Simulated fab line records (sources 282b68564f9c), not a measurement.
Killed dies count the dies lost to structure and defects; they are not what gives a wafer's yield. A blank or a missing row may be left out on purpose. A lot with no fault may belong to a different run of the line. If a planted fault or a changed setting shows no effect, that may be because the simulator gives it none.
Check of tool commonality	flow rit-cmos	Sampled: 14 lots, 42 wafers

== REASON FOR OPENING ==
RIT_REOX_THK_MEAS_04, reading REOX_OXIDE_THK: flagged on 2 of 14 lots. Fault-free wafers read 25.4 nm, with a standard deviation of 0.54.
Rule: a lot gets a flag if all its wafers with a number sit over 4 standard deviations from that mean, or if no wafer of it has a number. As for the other lots, they are considered sound.

lot	measured	on	REOX_OXIDE_THK (nm), wafer by wafer	flag
L821	day 2 17:14	film-metro-02	24.9 25.3 25.0	
L822	day 2 23:50	film-metro-02	25.6 25.7 25.6	
L823	day 3 03:11	film-metro-02	25.1 25.1 24.9	
L824	day 3 07:22	film-metro-02	24.9 24.8 24.8	
L825	day 3 12:42	film-metro-02	24.7 25.1 25.0	
L829	day 4 09:50	film-metro-02	25.9 26.0 25.8	
L830	day 4 14:07	film-metro-01	25.5 25.8 25.6	
L833	day 5 04:38	film-metro-02	30.4 30.8 31.1	FLAGGED
L834	day 5 10:02	film-metro-01	31.7 31.9 31.3	FLAGGED
L838	day 6 05:55	film-metro-01	25.3 24.8 25.2	
L839	day 6 16:32	film-metro-01	25.8 25.7 25.6	
L841	day 7 00:42	film-metro-02	25.3 24.7 25.1	
L842	day 7 04:31	film-metro-04	25.5 25.5 25.5	
L844	day 7 12:17	film-metro-01	25.3 25.0 25.2	
The mean of the flagged lots' numbers is 31.2 nm, +5.8 nm from the usual (+11 standard deviations).

== WHICH TOOL EACH LOT WENT THROUGH ==
The record holds 1 process step before the reading, out of a route of 202 steps. Read each cell as the tool, then ch plus the chambers that the sampled wafers visited, then the start.
lot	flag	RIT_REOX_OXIDATION_03
L821		furnace-04 ch 0, day 2 14:39
L822		furnace-02 ch 0, day 2 21:16
L823		furnace-03 ch 0, day 3 00:38
L824		furnace-03 ch 0, day 3 04:49
L825		furnace-02 ch 0, day 3 10:08
L829		furnace-02 ch 0, day 4 07:17
L830		furnace-04 ch 0, day 4 11:33
L833	FLAGGED	furnace-02 ch 0, day 5 02:04
L834	FLAGGED	furnace-02 ch 0, day 5 07:29
L838		furnace-04 ch 0, day 6 03:22
L839		furnace-03 ch 0, day 6 13:58
L841		furnace-03 ch 0, day 6 22:08
L842		furnace-04 ch 0, day 7 01:58
L844		furnace-04 ch 0, day 7 09:43
What the steps here do:
- RIT_REOX_OXIDATION_03: target thk 25.2 nm, ox time 5580 s.
- RIT_REOX_THK_MEAS_04

== FLAGGED AGAINST TOTAL, ONE TOOL AT A TIME (gauges that did the reading follow at the end) ==
step	tool	lots run	flagged	share of the flagged lots	sound lots run after its first flagged lot
RIT_REOX_OXIDATION_03	furnace-02	5	2	all	0
RIT_REOX_OXIDATION_03	furnace-03	4	0	none	-
RIT_REOX_OXIDATION_03	furnace-04	5	0	none	-
RIT_REOX_THK_MEAS_04	film-metro-01	5	1	some	3 (L838,L839,L844)
RIT_REOX_THK_MEAS_04	film-metro-02	8	1	some	1 (L841)
RIT_REOX_THK_MEAS_04	film-metro-04	1	0	none	-

== THE TABLE: WHAT IT ALLOWS ==
Rows of the table that ran each flagged lot: 1, that is furnace-02 at RIT_REOX_OXIDATION_03.
- furnace-02 at RIT_REOX_OXIDATION_03 ran 5 lots, 2 of them flagged. It ran its last sound lot, L829, at day 4 07:17 and its first flagged lot, L833, at day 5 02:04: a fault with its onset between the two fits. Its own readings (spike-tc-centre-C, spike-tc-load-C, spike-tc-source-C, tube-center-temp-C, tube_center_temp_C_max) fall more than 4 standard deviations out on all wafers of the flagged lots.
What remains is a single tool, furnace-02 at RIT_REOX_OXIDATION_03.

== WHAT WAS PUT IN BY THE SIMULATOR ==
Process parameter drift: furnace-02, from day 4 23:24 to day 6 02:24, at RIT_REOX_OXIDATION_03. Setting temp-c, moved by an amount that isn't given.
Struck lots among those shown: L833, L834. Same finding as the rule above.
